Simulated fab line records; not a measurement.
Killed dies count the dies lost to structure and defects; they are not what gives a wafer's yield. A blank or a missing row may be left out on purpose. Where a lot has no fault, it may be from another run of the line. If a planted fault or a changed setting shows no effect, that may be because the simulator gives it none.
Check for tools in common :: flow rit-cmos :: Sampled: 13 lots, 42 wafers

THE REASON FOR OPENING IT
At RIT_GATE_CD_MEAS_16 the reading cd-nm is flagged on 1 of 13 lots. No-fault wafers: 149.3 nm, standard deviation 2.2.
Rule: a lot is flagged when every wafer of it that has a number lies more than 4 standard deviations from that mean, or none has a number. All remaining lots are regarded as sound.

lot: L334
measured: day 2 13:55
on: cd-sem-02
cd-nm (nm), wafer by wafer: 149.8 149.4 147.5
flag: 

lot: L335
measured: day 2 20:38
on: cd-sem-02
cd-nm (nm), wafer by wafer: 146.4 148.6 145.2
flag: 

lot: L336
measured: day 3 00:12
on: cd-sem-02
cd-nm (nm), wafer by wafer: 147.5 145.7 145.2
flag: 

lot: L337
measured: day 3 05:23
on: cd-sem-02
cd-nm (nm), wafer by wafer: 152.0 151.6 150.5
flag: 

lot: L339
measured: day 3 16:18
on: cd-sem-01
cd-nm (nm), wafer by wafer: 149.9 149.1 150.6
flag: 

lot: L340
measured: day 3 19:51
on: cd-sem-01
cd-nm (nm), wafer by wafer: 147.7 148.8 148.1
flag: 

lot: L341
measured: day 4 02:15
on: cd-sem-01
cd-nm (nm), wafer by wafer: 148.4 147.4 148.9
flag: 

lot: L343
measured: day 4 15:11
on: cd-sem-02
cd-nm (nm), wafer by wafer: 149.7 148.7 149.1
flag: 

lot: L344
measured: day 4 17:53
on: cd-sem-02
cd-nm (nm), wafer by wafer: 155.7 151.8 153.4
flag: 

lot: L345
measured: day 5 04:49
on: cd-sem-02
cd-nm (nm), wafer by wafer: 147.2 146.7 147.7
flag: 

lot: L347
measured: day 5 11:16
on: cd-sem-02
cd-nm (nm), wafer by wafer: 139.8 138.9 138.4 140.0 138.9 138.5
flag: FLAGGED

lot: L356
measured: day 7 11:55
on: cd-sem-02
cd-nm (nm), wafer by wafer: 150.3 150.7 149.6
flag: 

lot: L357
measured: day 7 14:53
on: cd-sem-01
cd-nm (nm), wafer by wafer: 146.8 148.1 143.6
flag: 
The numbers of the flagged lots are 139.1 nm on average: -10.2 nm against the usual, or -5 standard deviations.

TOOL THAT RAN EACH LOT
The record keeps 1 process step preceding the reading, out of 202 steps on the route. Read each cell as the tool, then ch plus the chambers that the sampled wafers visited, then the start.
lot: L334
flag: 
RIT_GATE_EXPOSE_13: iline-stepper-02 ch 0, day 2 13:31

lot: L335
flag: 
RIT_GATE_EXPOSE_13: iline-stepper-01 ch 0, day 2 20:14

lot: L336
flag: 
RIT_GATE_EXPOSE_13: iline-stepper-01 ch 0, day 2 23:48

lot: L337
flag: 
RIT_GATE_EXPOSE_13: iline-stepper-02 ch 0, day 3 04:59

lot: L339
flag: 
RIT_GATE_EXPOSE_13: iline-stepper-01 ch 0, day 3 15:54

lot: L340
flag: 
RIT_GATE_EXPOSE_13: iline-stepper-01 ch 0, day 3 19:27

lot: L341
flag: 
RIT_GATE_EXPOSE_13: iline-stepper-01 ch 0, day 4 01:51

lot: L343
flag: 
RIT_GATE_EXPOSE_13: iline-stepper-02 ch 0, day 4 14:47

lot: L344
flag: 
RIT_GATE_EXPOSE_13: iline-stepper-02 ch 0, day 4 17:29

lot: L345
flag: 
RIT_GATE_EXPOSE_13: iline-stepper-02 ch 0, day 5 04:25

lot: L347
flag: FLAGGED
RIT_GATE_EXPOSE_13: iline-stepper-01 ch 0, day 5 10:52

lot: L356
flag: 
RIT_GATE_EXPOSE_13: iline-stepper-01 ch 0, day 7 11:25

lot: L357
flag: 
RIT_GATE_EXPOSE_13: iline-stepper-01 ch 0, day 7 14:29
What is done by these steps:
- RIT_GATE_EXPOSE_13: exposes mask M6, target cd 150 nm.
- RIT_GATE_CD_MEAS_16: target cd 150 nm.

FLAGGED AGAINST TOTAL, ONE TOOL AT A TIME (gauges that did the reading follow at the end)
step: RIT_GATE_EXPOSE_13
tool: iline-stepper-01
lots run: 8
flagged: 1
share of the flagged lots: all
sound lots run after its first flagged lot: 2 (L356,L357)

step: RIT_GATE_EXPOSE_13
tool: iline-stepper-02
lots run: 5
flagged: 0
share of the flagged lots: none
sound lots run after its first flagged lot: -

step: RIT_GATE_CD_MEAS_16
tool: cd-sem-01
lots run: 4
flagged: 0
share of the flagged lots: none
sound lots run after its first flagged lot: -

step: RIT_GATE_CD_MEAS_16
tool: cd-sem-02
lots run: 9
flagged: 1
share of the flagged lots: all
sound lots run after its first flagged lot: 1 (L356)

WHAT THE TABLE PERMITS
iline-stepper-01 at RIT_GATE_EXPOSE_13 and cd-sem-02 at RIT_GATE_CD_MEAS_16 are the 2 rows of the table that ran each flagged lot.
- iline-stepper-01 at RIT_GATE_EXPOSE_13 ran 8 lots, 1 of them flagged. Lots that were sound ran on it after the first flagged one (L356, L357); a persistent fault on the entire tool would not allow that.
- cd-sem-02 at RIT_GATE_CD_MEAS_16 ran 9 lots, 1 of them flagged. Lots that were sound ran on it after the first flagged one (L356); a persistent fault on the entire tool would not allow that.
None of the table's rows ran every flagged lot and, after the first, no sound lot.

WHAT THE SIMULATOR HAD PUT IN
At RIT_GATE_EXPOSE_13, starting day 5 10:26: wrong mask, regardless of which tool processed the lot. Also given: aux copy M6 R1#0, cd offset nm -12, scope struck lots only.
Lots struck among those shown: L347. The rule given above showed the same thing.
